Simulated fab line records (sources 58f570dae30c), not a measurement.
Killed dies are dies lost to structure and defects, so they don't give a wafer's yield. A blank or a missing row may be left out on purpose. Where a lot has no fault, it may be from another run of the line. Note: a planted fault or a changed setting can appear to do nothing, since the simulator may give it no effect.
Struck lot and sound lot, side by side / flow berkeley_cmos170 / 14 steps out of a route of 331
Sound: wafers L601.1, L601.4, L601.5. Struck: wafers L609.1, L609.2, L609.5. At the end, the cause is stated.
At each step with rows: each side's tool, then ch and its chambers, then its first start. Under that, the readings that differ: sound wafers / struck wafers / difference of the means / sigmas: that difference in standard deviations of wafers without a fault.
alike: same words and numbers on both sides, and readings whose means sit less than 2 such deviations apart. not compared: any withheld reading, any reading some wafer has no value for, any bound like >300 that may hide the same value, and any number with overlapping values for which the record gives no deviation.
A row with sigmas, a row that says differs or no value, or rows on one side alone: a step with any of these is where the two part. When numbers do not overlap yet have no deviation, they are printed without sigmas and do not part them. Lack of a reading on every wafer of one side parts them only where that side has two or more wafers.

first, 2 steps without rows for these wafers: UCB170_GATE_PEB_10; UCB170_GATE_DEVELOP_11 (develop time 45 s).
UCB170_GATE_CD_MEAS_12: target cd 350 nm.
  sound on cd_sem-02, day 9 08:36; struck on cd_sem-02, day 11 02:29
reading=cd_nm (nm); sound=351.7 350.6 350.2; struck=347.6 347.1 348.2; difference=-3.2; sigmas=-2
UCB170_GATE_OVL_MEAS_13:
  sound on overlay-01, day 9 08:43; struck on overlay-02, day 11 02:36
  alike: GATE_OVL
UCB170_GATE_ETCH_14: etches BARC in N2/H2.
  sound on rie_diel-02 ch 0,1,3, day 9 08:45; struck on rie_diel-03 ch 0,1, day 11 02:38
  alike: drypump_motor_current_A, h2_flow_sccm, oes_product_au, throttle_valve_pct
UCB170_GATE_ETCH_15: etches poly-Si in HBr/Cl2, stops on SiO2, time 56.3 s, target depth 278.2 nm.
  sound on rie_si-02 ch 0,1,2, day 9 08:48; struck on rie_si-01 ch 0,2,3, day 11 02:41
  alike: drypump_motor_current_A, mfc_cl2_sccm, oes_product_au, throttle_valve_pct
  not compared: rf_hours_counter_h
UCB170_GATE_STRIP_16: strips in O2.
  sound on plasma_asher-03 ch 0,1, day 9 08:50; struck on plasma_asher-02 ch 0,1, day 11 02:44
  alike: drypump_motor_current_A, oes_product_au
  not compared: rf_hours_counter_h
UCB170_GATE_CD_MEAS_90: target cd 350 nm.
  sound on cd_sem-02, day 9 09:12; struck on cd_sem-02, day 11 02:53
  alike: cd_nm
then, 4 steps without rows for these wafers: UCB170_GATE_CLEAN_17 (cleans in SPM, time 600 s); UCB170_PLDD_HMDS_00 (prime time 60 s); UCB170_PLDD_COAT_01 (resist thk 900 nm); UCB170_PLDD_SOFTBAKE_02 (time 60 s).
UCB170_PLDD_EXPOSE_03: exposes mask PSELECT, target cd 1200 nm.
  struck on krf_scanner-02, day 11 04:29; sound on krf_scanner-02 ch 0, day 9 10:29
  no value came back on the struck wafers for exposure_dose_mJ_cm2, focus_offset_nm (nm); on the sound wafers exposure_dose_mJ_cm2 reads 29.98 30.01 29.98
  alike: mask
then, 1 step without rows for these wafers: UCB170_PLDD_PEB_04.

WHERE THEY PART
Earliest at UCB170_GATE_CD_MEAS_12; latest, in this record, at UCB170_PLDD_EXPOSE_03.

WHY: whatever the simulator had introduced
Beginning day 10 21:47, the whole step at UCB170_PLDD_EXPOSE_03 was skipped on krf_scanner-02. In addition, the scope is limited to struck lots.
